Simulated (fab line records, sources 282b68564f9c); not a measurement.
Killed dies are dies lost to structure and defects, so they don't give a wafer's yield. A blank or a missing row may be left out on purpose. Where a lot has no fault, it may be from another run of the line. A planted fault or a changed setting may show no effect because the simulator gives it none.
Commonality check across tools :: flow rit cmos :: 14 lots, 42 wafers sampled

WHAT PROMPTED THE OPENING
At RIT_FOX1_THK_MEAS_01 the reading FOX1_OXIDE_THK is flagged on 3 of 14 lots. Wafers without a fault read 350 nm, standard deviation 7.1.
Rule: a lot is flagged in two cases, either no wafer of it has a number, or all its wafers with numbers fall more than 4 standard deviations from that mean. As for the other lots, they are considered sound.

lot: L894
measured: day 1 19:32
on: film metro-01
FOX1_OXIDE_THK (nm), wafer by wafer: 348 345 341
flag: 

lot: L895
measured: day 2 01:19
on: film metro-04
FOX1_OXIDE_THK (nm), wafer by wafer: 370 361 369
flag: 

lot: L896
measured: day 2 06:10
on: film metro-04
FOX1_OXIDE_THK (nm), wafer by wafer: 356 357 360
flag: 

lot: L897
measured: day 2 09:25
on: film metro-01
FOX1_OXIDE_THK (nm), wafer by wafer: 357 354 349
flag: 

lot: L898
measured: day 2 13:22
on: film metro-01
FOX1_OXIDE_THK (nm), wafer by wafer: 358 351 355
flag: 

lot: L899
measured: day 2 19:22
on: film metro-01
FOX1_OXIDE_THK (nm), wafer by wafer: 280 277 281
flag: FLAGGED

lot: L900
measured: day 2 23:05
on: film metro-04
FOX1_OXIDE_THK (nm), wafer by wafer: 282 274 287
flag: FLAGGED

lot: L901
measured: day 3 05:23
on: film metro-03
FOX1_OXIDE_THK (nm), wafer by wafer: 341 347 353
flag: 

lot: L902
measured: day 3 12:18
on: film metro-04
FOX1_OXIDE_THK (nm), wafer by wafer: 273 270 278
flag: FLAGGED

lot: L910
measured: day 5 01:23
on: film metro-01
FOX1_OXIDE_THK (nm), wafer by wafer: 348 345 347
flag: 

lot: L912
measured: day 5 12:43
on: film metro-03
FOX1_OXIDE_THK (nm), wafer by wafer: 344 348 350
flag: 

lot: L915
measured: day 6 03:26
on: film metro-03
FOX1_OXIDE_THK (nm), wafer by wafer: 343 342 349
flag: 

lot: L916
measured: day 6 09:16
on: film metro-01
FOX1_OXIDE_THK (nm), wafer by wafer: 357 354 355
flag: 

lot: L917
measured: day 6 14:41
on: film metro-04
FOX1_OXIDE_THK (nm), wafer by wafer: 353 353 355
flag: 
The numbers of the flagged lots are 278 nm on average: -72 nm against the usual, or -10 standard deviations.

WHICH TOOL RAN EACH LOT
The record holds 1 process step before the reading, out of a route of 202 steps. In each cell: the tool, then ch and the chambers that the sampled wafers went through, then the start.
lot: L894
flag: 
RIT_FOX1_OXIDATION_00: furnace-03 ch 0, day 1 18:12

lot: L895
flag: 
RIT_FOX1_OXIDATION_00: furnace-01 ch 0, day 1 23:59

lot: L896
flag: 
RIT_FOX1_OXIDATION_00: furnace-04 ch 0, day 2 04:52

lot: L897
flag: 
RIT_FOX1_OXIDATION_00: furnace-04 ch 0, day 2 08:07

lot: L898
flag: 
RIT_FOX1_OXIDATION_00: furnace-04 ch 0, day 2 12:04

lot: L899
flag: FLAGGED
RIT_FOX1_OXIDATION_00: furnace-04 ch 0, day 2 18:03

lot: L900
flag: FLAGGED
RIT_FOX1_OXIDATION_00: furnace-04 ch 0, day 2 21:46

lot: L901
flag: 
RIT_FOX1_OXIDATION_00: furnace-03 ch 0, day 3 04:03

lot: L902
flag: FLAGGED
RIT_FOX1_OXIDATION_00: furnace-04 ch 0, day 3 10:58

lot: L910
flag: 
RIT_FOX1_OXIDATION_00: furnace-01 ch 0, day 5 00:04

lot: L912
flag: 
RIT_FOX1_OXIDATION_00: furnace-01 ch 0, day 5 11:24

lot: L915
flag: 
RIT_FOX1_OXIDATION_00: furnace-03 ch 0, day 6 02:08

lot: L916
flag: 
RIT_FOX1_OXIDATION_00: furnace-03 ch 0, day 6 07:57

lot: L917
flag: 
RIT_FOX1_OXIDATION_00: furnace-03 ch 0, day 6 13:23
What these steps do:
- RIT_FOX1_OXIDATION_00: target thk 350.7 nm, ox time 1130 s.
- RIT_FOX1_THK_MEAS_01

FLAGGED AGAINST TOTAL, ONE TOOL AT A TIME (gauges that did the reading follow at the end)
step: RIT_FOX1_OXIDATION_00
tool: furnace-01
lots run: 3
flagged: 0
share of the flagged lots: none
sound lots run after its first flagged lot: -

step: RIT_FOX1_OXIDATION_00
tool: furnace-03
lots run: 5
flagged: 0
share of the flagged lots: none
sound lots run after its first flagged lot: -

step: RIT_FOX1_OXIDATION_00
tool: furnace-04
lots run: 6
flagged: 3
share of the flagged lots: all
sound lots run after its first flagged lot: 0

step: RIT_FOX1_THK_MEAS_01
tool: film metro-01
lots run: 6
flagged: 1
share of the flagged lots: some
sound lots run after its first flagged lot: 2 (L910,L916)

step: RIT_FOX1_THK_MEAS_01
tool: film metro-03
lots run: 3
flagged: 0
share of the flagged lots: none
sound lots run after its first flagged lot: -

step: RIT_FOX1_THK_MEAS_01
tool: film metro-04
lots run: 5
flagged: 2
share of the flagged lots: some
sound lots run after its first flagged lot: 1 (L917)

WHAT THE TABLE ALLOWS
All flagged lots share 1 row of the table, namely furnace-04 at RIT_FOX1_OXIDATION_00.
- furnace-04 at RIT_FOX1_OXIDATION_00: 3 of its 6 lots flagged. Last sound lot L898 at day 2 12:04, first flagged lot L899 at day 2 18:03; a fault beginning in between fits. Its own readings (spike tc centre C, spike tc load C, spike tc source C, tube center temp C, tube_center_temp_C_max) fall more than 4 standard deviations out on all wafers of the flagged lots.
What remains is a single tool, furnace-04 at RIT_FOX1_OXIDATION_00.

WHAT THE SIMULATOR HAD INSERTED
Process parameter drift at RIT_FOX1_OXIDATION_00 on furnace-04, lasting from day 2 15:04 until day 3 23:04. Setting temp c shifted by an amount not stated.
Lots struck among those shown: L899, L900, L902. The rule above found the same.
